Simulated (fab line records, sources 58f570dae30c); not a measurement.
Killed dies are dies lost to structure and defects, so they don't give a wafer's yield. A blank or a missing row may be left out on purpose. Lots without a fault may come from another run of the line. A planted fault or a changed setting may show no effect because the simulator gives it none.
One fault seen from 2 desks | flow berkeley_cmos170 | each desk has only its own numbers; what lay behind them comes last

THE METROLOGY DESK
What the gauges read, lot by lot, whatever tool the lot ran on: means of the sampled wafers that have a number. A lot is out of limits, marked OUT, if its mean lies more than 4 standard deviations from the usual mean; the brackets give that distance.
Columns: A = ACTIVE_OVL at UCB170_ACTIVE_OVL_MEAS_14, usual 1 nm; B = cd_nm at UCB170_ACTIVE_CD_MEAS_90, usual 1200.2 nm; C = PFIELD_OVL at UCB170_PFIELD_OVL_MEAS_06, usual 3 nm
lot  | first seen here | A  | B      | C
L603 | day 5 15:27     | -5 | 1201.3 | 9
L608 | day 6 11:10     | -6 | 1196.6 | 2
L612 | day 7 09:59     | 6  | 1201.1 | -1
L613 | day 7 23:18     | 14 | 1198.5 | 6
L615 | day 8 17:11     | 6  | 1201.6 | -2
L623 | day 9 16:07     | 1  | 1201.1 | 9
This desk's finding: nothing out of limits on any of the 6 lots.

THE TOOL OWNER'S DESK: implanter-04
The tool's own readings at UCB170_PFIELD_IMPLANT_07: means of the sampled wafers that have a number, for each lot that ran on this tool. A lot is out of limits, marked OUT, if its mean lies more than 4 standard deviations from the usual mean; the brackets give that distance.
Columns: A = beam_energy_keV at UCB170_PFIELD_IMPLANT_07, usual 79.998
lot  | first seen here | A
L608 | day 6 13:17     | 80.004
L612 | day 7 11:49     | 84.800 (+99 or more) OUT
L613 | day 8 05:15     | 84.818 (+99 or more) OUT
This desk's finding: out of limits on L612, L613; first on L612, day 7 11:49 (beam_energy_keV at UCB170_PFIELD_IMPLANT_07). In limits: L608.

PUT TOGETHER
The tool owner's desk could have raised an alarm at day 7 11:49, on L612, L613.
The metrology desk saw nothing out of limits.
The metrology desk has L612, L613 on record, within its limits.
Of the lots named, all ran UCB170_PFIELD_IMPLANT_07 on implanter-04.

WHAT THE SIMULATOR HAD PUT IN
Process parameter drift: implanter-04, from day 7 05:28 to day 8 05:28, at UCB170_PFIELD_IMPLANT_07. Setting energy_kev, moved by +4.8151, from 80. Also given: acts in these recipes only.
Lots struck among those shown: L612, L613.
Hours from the fault's start to each desk's first reading out of limits: the tool owner's desk, 6.
